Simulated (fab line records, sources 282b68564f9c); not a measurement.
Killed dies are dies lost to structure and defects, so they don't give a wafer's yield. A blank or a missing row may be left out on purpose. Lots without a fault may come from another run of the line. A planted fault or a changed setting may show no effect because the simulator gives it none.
One fault seen from 2 desks | flow rit_cmos | each desk has only its own numbers; what lay behind them comes last

THE METROLOGY DESK
What the gauges read, lot by lot, whatever tool the lot ran on: means of the sampled wafers that have a number. A lot is out of limits, marked OUT, if its mean lies more than 4 standard deviations from the usual mean; the brackets give that distance.
Columns: A = INCOMING_BOW at RIT_ACTIVE_BOW_MEAS_00, usual 0 um; B = ACTIVE_OXIDE_THK at RIT_ACTIVE_THK_MEAS_02, usual 46.9 nm; C = ACTIVE_NITRIDE_THK at RIT_ACTIVE_THK_MEAS_04, usual 149.0 nm
lot  | first seen here | A  | B    | C
L624 | day 1 10:00     | 2  | 46.9 | 146.6
L626 | day 1 20:01     | 1  | 45.4 | 147.2
L628 | day 2 06:00     | 3  | 47.5 | 149.1
L640 | day 4 18:01     | 3  | 46.2 | 150.6
L641 | day 4 23:00     | -4 | 47.3 | 150.0
L642 | day 5 04:00     | 5  | 46.9 | 149.0
L647 | day 6 05:00     | 1  | 47.0 | 150.1
This desk's finding: nothing out of limits on any of the 7 lots.

THE TOOL OWNER'S DESK: iline_stepper-01
The tool's own readings at RIT_ACTIVE_EXPOSE_08 (exposes mask M1, target cd 1400 nm): means of the sampled wafers that have a number, for each lot that ran on this tool. A lot is out of limits, marked OUT, if its mean lies more than 4 standard deviations from the usual mean; the brackets give that distance.
Columns: A = focus_offset_nm at RIT_ACTIVE_EXPOSE_08, usual -0.2 nm
lot  | first seen here | A
L628 | day 2 10:05     | -0.3
L640 | day 4 23:16     | -0.3
L641 | day 5 03:02     | -0.7
L642 | day 5 08:37     | -0.0
This desk's finding: nothing out of limits on any of the 4 lots.

PUT TOGETHER
The metrology desk saw nothing out of limits.
The tool owner's desk saw nothing out of limits.

WHAT THE SIMULATOR HAD PUT IN
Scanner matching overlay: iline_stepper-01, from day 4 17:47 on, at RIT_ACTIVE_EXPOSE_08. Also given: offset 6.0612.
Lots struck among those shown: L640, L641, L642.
